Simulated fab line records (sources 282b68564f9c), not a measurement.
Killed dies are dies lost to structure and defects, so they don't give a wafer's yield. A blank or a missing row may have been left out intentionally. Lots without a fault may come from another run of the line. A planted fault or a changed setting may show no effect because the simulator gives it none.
Struck lot and sound lot, side by side / flow ritCmos / 22 out of 202 route steps
Sound: these wafers, L868.1, L868.4, L868.5. The struck wafers were L875.2, L875.3, L875.4. The cause comes at the end.
For every step that has rows: the tool of each side, followed by ch and its chambers, followed by its first start. Under that, the readings that differ: sound wafers / struck wafers / difference of the means / sigmas: that difference in standard deviations of wafers without a fault.
alike: a reading whose means differ by less than 2 such deviations, as well as words and numbers matching on both sides. not compared: withheld readings; readings where some wafer has no value; bounds like >300 that might hide an equal value; numbers whose values overlap and for which the record gives no deviation.
The two part at a step that has a row with sigmas, a row that says differs or no value, or rows on one side only. Numbers that don't overlap but have no deviation are shown without sigmas and don't part them. A reading that every wafer of one side lacks parts them only if that side has two wafers or more.

first, 4 steps without rows for these wafers: RIT_NLDD_SOFTBAKE_02 (time 60 s); RIT_NLDD_EXPOSE_03 (exposes mask M7, target cd 40700 nm); RIT_NLDD_PEB_04; RIT_NLDD_DEVELOP_05 (develop time 50 s).
RIT_NLDD_OVL_MEAS_06:
  struck on overlay-01, day 5 20:40; sound on overlay-02, day 4 13:31
  alike: NLDD_OVL
then, 2 steps without rows for these wafers: RIT_NLDD_HARDBAKE_07 (time 60 s); RIT_NLDD_IMPLANT_08.
RIT_NLDD_STRIP_09: strips in O2, time 180 s.
  sound on plasmaAsher-01 ch 0,1, day 4 13:51; struck on plasmaAsher-01 ch 0,1, day 5 21:00
  alike: drypumpMotorCurrentA
  not compared: rfHoursCounterH
RIT_NLDD_TW_MEAS_10:
  struck on filmMetro-03, day 5 21:11; sound on filmMetro-03, day 4 14:01
  alike: NLDD_TW
then, 3 steps without rows for these wafers: RIT_PLDD_HMDS_00 (prime time 60 s); RIT_PLDD_COAT_01 (resist thk 1000 nm); RIT_PLDD_SOFTBAKE_02 (time 60 s).
RIT_PLDD_EXPOSE_03: exposes mask M8, target cd 40900 nm.
  sound on ilineStepper-02 ch 0, day 4 14:32; struck on ilineStepper-02 ch 0, day 5 21:53
reading=mask; sound=M8#0 M8#0 M8#0; struck=M7#0 M7#0 M7#0; difference=differs; sigmas=
then, 2 steps without rows for these wafers: RIT_PLDD_PEB_04; RIT_PLDD_DEVELOP_05 (develop time 50 s).
RIT_PLDD_OVL_MEAS_06:
  struck on overlay-02, day 5 22:16; sound on overlay-02, day 4 14:56
reading=PLDD_OVL (nm); sound=-2.5 -2.5 -1.7; struck=- - -; difference=no value on the struck wafers; sigmas=
then, 2 steps without rows for these wafers: RIT_PLDD_HARDBAKE_07 (time 60 s); RIT_PLDD_IMPLANT_08.
RIT_PLDD_STRIP_09: strips in O2, time 180 s.
  sound on plasmaAsher-04 ch 0,1, day 4 15:16; struck on plasmaAsher-04 ch 0,1, day 5 22:36
  alike: drypumpMotorCurrentA
  not compared: rfHoursCounterH
RIT_PLDD_TW_MEAS_10:
  struck on filmMetro-04, day 5 22:47; sound on filmMetro-03, day 4 15:27
reading=PLDD_TW; sound=2362 2358 2374; struck=30 30 30; difference=-2335; sigmas=-99 or more
then, 1 step without rows for these wafers: RIT_SPACER_CLEAN_00 (cleans in SC1, time 600 s).
RIT_M1_PROBE_99:
  record: rows for the struck wafers here (prober-02, day 7 14:47), none for the sound ones

== WHERE THEY PART ==
Last at RIT_M1_PROBE_99 as far as this record goes, first at RIT_PLDD_EXPOSE_03.

WHY: the cause the simulator had injected
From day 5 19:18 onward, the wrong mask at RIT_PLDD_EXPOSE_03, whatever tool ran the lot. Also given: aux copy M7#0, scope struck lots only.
